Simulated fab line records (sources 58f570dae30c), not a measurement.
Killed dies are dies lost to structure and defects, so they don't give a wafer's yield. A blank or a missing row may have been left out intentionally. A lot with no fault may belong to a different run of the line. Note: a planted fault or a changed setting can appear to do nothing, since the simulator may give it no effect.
2 desks, one fault / flow berkeley cmos170 / numbers are kept per desk, each desk with only its own; the story behind them comes last

TOOL OWNER'S DESK, litho track-04
The tool's own readings at UCB170_PSD_COAT_01 (resist thk 900 nm): means of the sampled wafers that have a number, for each lot that ran on this tool. A lot is out of limits, marked OUT, if its mean lies more than 4 standard deviations from the usual mean; the brackets give that distance.
Columns: A = spin speed rpm at UCB170_PSD_COAT_01, usual 1499.8 rpm
lot=L844; first seen here=day 8 18:23; A=1498.5
lot=L853; first seen here=day 10 23:19; A=1972.9 (+99 or more) OUT
lot=L854; first seen here=day 11 04:24; A=1972.4 (+99 or more) OUT
This desk finds L853, L854 out of limits, L853 being first, at day 10 23:19 (spin speed rpm at UCB170_PSD_COAT_01). Within limits: L844.

METROLOGY DESK
Means of the sampled wafers that have a number, per lot and without regard to the tool the lot ran on: this is what the gauges read. A lot is out of limits, marked OUT, if its mean lies more than 4 standard deviations from the usual mean; the brackets give that distance.
Columns: A = cd nm at UCB170_PSD_CD_MEAS_06, usual 1199.6 nm
lot=L840; first seen here=day 8 03:26; A=1196.8
lot=L841; first seen here=day 8 19:10; A=1199.1
lot=L844; first seen here=day 8 19:18; A=1200.5
lot=L842; first seen here=day 8 19:33; A=1199.0
lot=L847; first seen here=day 9 12:35; A=1198.4
lot=L846; first seen here=day 9 12:42; A=1200.4
lot=L845; first seen here=day 9 13:14; A=1200.0
lot=L853; first seen here=day 11 00:08; A=1207.3 (+5.9) OUT
lot=L854; first seen here=day 11 05:26; A=1205.6 (+4.6) OUT
lot=L857; first seen here=day 11 05:59; A=1199.9
lot=L858; first seen here=day 12 09:57; A=1202.0
lot=L861; first seen here=day 12 10:11; A=1200.4
lot=L860; first seen here=day 12 10:17; A=1200.1
lot=L863; first seen here=day 13 02:36; A=1199.5
This desk finds L853, L854 out of limits, L853 being first, at day 11 00:08 (cd nm at UCB170_PSD_CD_MEAS_06). Within limits: L840, L841, L844, L842, L847, L846, L845, L857, L858, L861, L860, L863.

TAKEN TOGETHER
The tool owner's desk had the chance to raise an alarm at day 10 23:19 on L853, L854.
The metrology desk could have raised an alarm at day 11 00:08, on L853, L854.
Of the lots named, all ran UCB170_PSD_COAT_01 on litho track-04.

WHAT THE SIMULATOR HAD PUT IN
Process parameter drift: litho track-04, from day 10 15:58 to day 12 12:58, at UCB170_PSD_COAT_01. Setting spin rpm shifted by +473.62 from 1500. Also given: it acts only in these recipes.
Shown lots that were struck: L853, L854.
Hours from the fault's start to each desk's first reading out of limits: the tool owner's desk, 7; the metrology desk, 8.
